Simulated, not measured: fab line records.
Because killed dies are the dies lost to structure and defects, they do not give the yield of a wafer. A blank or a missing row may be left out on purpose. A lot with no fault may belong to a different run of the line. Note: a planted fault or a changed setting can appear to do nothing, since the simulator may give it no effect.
What tool caused it? | flow berkeleyCmos170 | 13 lots, 39 wafers sampled, at 5 steps of a route of 331

== WHAT THE GAUGES SHOWED, per wafer ==
UCB170_PWELL_OVL_MEAS_13.
lot  | measured    | on         | PWELL_OVL (nm)
L832 | day 3 18:53 | overlay-01 | 5 4 -8
L833 | day 3 19:10 | overlay-02 | 2 3 -2
L834 | day 3 19:31 | overlay-02 | -2 6 -3
L835 | day 4 04:17 | overlay-01 | 5 -5 3
L837 | day 4 16:11 | overlay-02 | 5 3 3
L840 | day 4 23:52 | overlay-02 | 4 -4 1
L838 | day 5 00:12 | overlay-02 | 4 9 1
L839 | day 5 00:36 | overlay-02 | 6 0 8
L842 | day 5 09:52 | overlay-02 | -9 3 -2
L849 | day 6 21:59 | overlay-02 | 6 1 8
L851 | day 7 16:03 | overlay-01 | 4 0 -1
L853 | day 7 16:10 | overlay-02 | 8 2 6
L854 | day 8 11:50 | overlay-02 | -3 -10 -5

UCB170_PFIELD_OVL_MEAS_06.
lot  | measured     | on         | PFIELD_OVL (nm)
L832 | day 5 12:17  | overlay-02 | 4 -7 -4
L833 | day 5 12:01  | overlay-01 | 3 -6 -2
L834 | day 5 12:11  | overlay-01 | 10 -3 -4
L835 | day 5 19:10  | overlay-01 | 7 -2 3
L837 | day 6 11:17  | overlay-02 | -4 -4 -6
L840 | day 6 16:53  | overlay-01 | -4 -9 -4
L838 | day 6 16:39  | overlay-02 | 3 6 -7
L839 | day 6 17:10  | overlay-01 | 7 3 3
L842 | day 7 04:02  | overlay-02 | 5 9 12
L849 | day 8 23:17  | overlay-02 | -11 -2 -9
L851 | day 9 11:11  | overlay-02 | 6 1 -1
L853 | day 9 10:38  | overlay-01 | -5 10 1
L854 | day 10 05:58 | overlay-01 | -7 -2 -3

UCB170_FIELD_THK_MEAS_02.
lot  | measured     | on           | FIELD_OXIDE_THK (nm)
L832 | day 5 20:05  | filmMetro-04 | 586 578 584
L833 | day 5 20:02  | filmMetro-04 | 567 568 568
L834 | day 5 20:02  | filmMetro-03 | 576 571 570
L835 | day 6 04:28  | filmMetro-02 | 567 565 569
L837 | day 6 17:48  | filmMetro-03 | 533 528 529
L840 | day 7 01:38  | filmMetro-02 | 546 554 550
L838 | day 7 01:38  | filmMetro-04 | 543 550 535
L839 | day 7 01:42  | filmMetro-03 | 541 543 550
L842 | day 7 13:14  | filmMetro-04 | 561 557 561
L849 | day 9 10:28  | filmMetro-03 | 561 562 562
L851 | day 9 19:22  | filmMetro-03 | 542 543 542
L853 | day 9 19:19  | filmMetro-03 | 542 545 536
L854 | day 10 13:56 | filmMetro-04 | 562 569 570

UCB170_CONTACT_THK_MEAS_02.
lot  | measured     | on           | CONTACT_PSG_THK (nm)
L832 | day 9 01:33  | filmMetro-02 | 695 708 696
L833 | day 9 01:34  | filmMetro-01 | 698 693 697
L834 | day 9 01:44  | filmMetro-04 | 690 687 688
L835 | day 9 18:25  | filmMetro-01 | 698 691 689
L837 | day 10 11:37 | filmMetro-04 | 699 701 698
L840 | day 10 13:23 | filmMetro-04 | 694 696 697
L838 | day 10 13:27 | filmMetro-04 | 702 702 701
L839 | day 10 13:24 | filmMetro-02 | 684 694 691
L842 | day 10 22:35 | filmMetro-04 | 697 698 694
L849 | day 12 09:21 | filmMetro-04 | 977 977 974
L851 | day 12 19:02 | filmMetro-01 | 707 704 706
L853 | day 12 19:03 | filmMetro-02 | 693 692 692
L854 | day 13 14:41 | filmMetro-04 | 693 696 695

== TOOL THAT RAN EACH LOT (tool first, then ch and the chambers of the sampled wafers, then the start) ==
lot  | UCB170_CONTACT_CVD_01
L832 | lpcvd-01 ch 0, day 8 23:46
L833 | lpcvd-01 ch 1, day 8 23:46
L834 | lpcvd-02 ch 1, day 8 23:56
L835 | lpcvd-01 ch 1, day 9 16:37
L837 | lpcvd-01 ch 0, day 10 09:49
L840 | lpcvd-01 ch 1, day 10 11:36
L838 | lpcvd-01 ch 0, day 10 11:36
L839 | lpcvd-01 ch 0, day 10 11:36
L842 | lpcvd-01 ch 1, day 10 19:54
L849 | lpcvd-01 ch 1, day 12 07:34
L851 | lpcvd-02 ch 1, day 12 17:15
L853 | lpcvd-02 ch 0, day 12 17:15
L854 | lpcvd-02 ch 0, day 13 12:55
- UCB170_CONTACT_CVD_01: deposits PSG from SiH4/O2/PH3, target thk 700 nm, time 2820 s.

== AS READ BY THE TOOLS THEMSELVES (means over the sampled wafers that have a number; for cases with no such wafer, the mark the record gives instead) ==
UCB170_CONTACT_CVD_01.
lot  | tool     | ph3FlowSccm (sccm) | spikeTcSourceC (C) | zonePowerSourcePct (%)
L832 | lpcvd-01 | 24.92              | 471.9              | 7.7
L833 | lpcvd-01 | 24.94              | 467.3              | 7.0
L834 | lpcvd-02 | 25.05              | 464.5              | 6.7
L835 | lpcvd-01 | 24.96              | 467.8              | 7.0
L837 | lpcvd-01 | 24.98              | 471.6              | 7.7
L840 | lpcvd-01 | 24.97              | 467.7              | 7.1
L838 | lpcvd-01 | 25.00              | 470.9              | 7.8
L839 | lpcvd-01 | 24.97              | 471.8              | 7.7
L842 | lpcvd-01 | 25.07              | 467.9              | 7.0
L849 | lpcvd-01 | 25.04              | 467.4              | 7.0
L851 | lpcvd-02 | 25.03              | 464.1              | 6.6
L853 | lpcvd-02 | 25.00              | 465.8              | 7.5
L854 | lpcvd-02 | 25.00              | 465.0              | 7.5

== THE ANSWER, worked out from the rows above alone ==
Rule: what is usual is taken from the lots themselves. Put in order of their means at a reading, lots are off if they are a third of the lots or fewer, leave a main group of 4 or more, and stand apart from it by a gap of 3 or more times the standard deviation of the main group's means; of several such gaps the widest counts. If all means in a main group match to the digits the tables above print for the reading, that group is not used. Also off: a lot with no number at a reading for which 4 or more lots have one. The other lots that the step has rows for count as sound. Order of review: gauges by route order, followed by the tools' own readings, for which a lot's mean as printed above is used. At the first step where some lot is off, the reading lying furthest off is the one used; lots without a number count as furthest.
Off: at UCB170_CONTACT_THK_MEAS_02 (CONTACT_PSG_THK), L849. The main group: mean 696 nm, standard deviation 4.8.
If a tool, at a process step before that reading, ran all the lots that are off and no sound lot after the first of them, it fits. Gauges at UCB170_CONTACT_THK_MEAS_02: tried the same way as those tools. One candidate fits, namely lpcvd-01 at UCB170_CONTACT_CVD_01. Its last sound lot is L842 (day 10 19:54), its first lot that is off L849 (day 12 07:34): a fault that began between those two fits.

== WHAT THE SIMULATOR HAD INSERTED ==
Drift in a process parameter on lpcvd-01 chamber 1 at UCB170_CONTACT_CVD_01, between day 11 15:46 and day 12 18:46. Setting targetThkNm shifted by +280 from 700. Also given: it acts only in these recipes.
Struck lots among those shown: L849. The rule above reached the same finding.
